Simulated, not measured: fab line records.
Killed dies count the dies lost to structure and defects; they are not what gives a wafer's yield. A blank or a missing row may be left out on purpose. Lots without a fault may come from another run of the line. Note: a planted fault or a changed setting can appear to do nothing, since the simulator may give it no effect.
Chamber matching || flow berkeley_cmos170 || UCB170_SPACER_CVD_00 on pecvd-03: 3 sister chambers
The step deposits SiO2 from TEOS/O2, target thk 376 nm, time 47 s. 14 wafers are shown with their chamber, then 7 later ones without.

## WAFERS WITH THEIR CHAMBER
{"wafer": "L657.1", "chamber": 2, "heater_power_w (W)": 159}
{"wafer": "L657.3", "chamber": 1, "heater_power_w (W)": 204}
{"wafer": "L657.5", "chamber": 1, "heater_power_w (W)": 226}
{"wafer": "L659.1", "chamber": 1, "heater_power_w (W)": 206}
{"wafer": "L659.3", "chamber": 2, "heater_power_w (W)": 224}
{"wafer": "L659.5", "chamber": 2, "heater_power_w (W)": 154}
{"wafer": "L662.4", "chamber": 2, "heater_power_w (W)": 192}
{"wafer": "L662.5", "chamber": 1, "heater_power_w (W)": 224}
{"wafer": "L662.6", "chamber": 0, "heater_power_w (W)": 200}
{"wafer": "L663.1", "chamber": 2, "heater_power_w (W)": 185}
{"wafer": "L663.4", "chamber": 2, "heater_power_w (W)": 198}
{"wafer": "L663.6", "chamber": 0, "heater_power_w (W)": 228}
{"wafer": "L665.3", "chamber": 1, "heater_power_w (W)": 281}
{"wafer": "L665.5", "chamber": 0, "heater_power_w (W)": 188}

SIGNATURES (averages over the wafers above)
{"reading": "heater_power_w", "chamber 0": 205.33, "chamber 1": 228.20, "chamber 2": 185.33, "scatter within a chamber": 27.1}
Rule: a wafer's distance from a chamber is the root of the sum, over the readings, of the square of ((its reading less the chamber's mean) divided by the reading's scatter). If the next closest chamber is less than 2 further off than the closest, the wafer can't be placed; otherwise it belongs to the closest. How the scatter is found: for the shown wafers, subtract from each reading the mean of its chamber, square and add these, divide the total by (wafers less chambers), then take the root.

## WAFERS WHOSE CHAMBER IS MISSING
{"wafer": "L665.6", "heater_power_w (W)": 283}
{"wafer": "L674.1", "heater_power_w (W)": 275}
{"wafer": "L674.3", "heater_power_w (W)": 204}
{"wafer": "L674.5", "heater_power_w (W)": 283}
{"wafer": "L678.2", "heater_power_w (W)": 240}
{"wafer": "L678.4", "heater_power_w (W)": 203}
{"wafer": "L678.6", "heater_power_w (W)": 249}

## THE CHAMBER EACH PASSED THROUGH
{"wafer": "L665.6", "from the rows above": "can't be placed: 1 or 0 or 2", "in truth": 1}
{"wafer": "L674.1", "from the rows above": "can't be placed: 1 or 0 or 2", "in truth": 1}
{"wafer": "L674.3", "from the rows above": "can't be placed: 0 or 2 or 1", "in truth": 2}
{"wafer": "L674.5", "from the rows above": "can't be placed: 1 or 0 or 2", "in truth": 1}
{"wafer": "L678.2", "from the rows above": "can't be placed: 1 or 0 or 2", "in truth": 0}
{"wafer": "L678.4", "from the rows above": "can't be placed: 0 or 2 or 1", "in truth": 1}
{"wafer": "L678.6", "from the rows above": "can't be placed: 1 or 0 or 2", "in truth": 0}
Correct placement for 0 of the 7. From these rows, 7 cannot be placed; in 7 the true chamber is one of the candidates. Wrongly placed: 0.
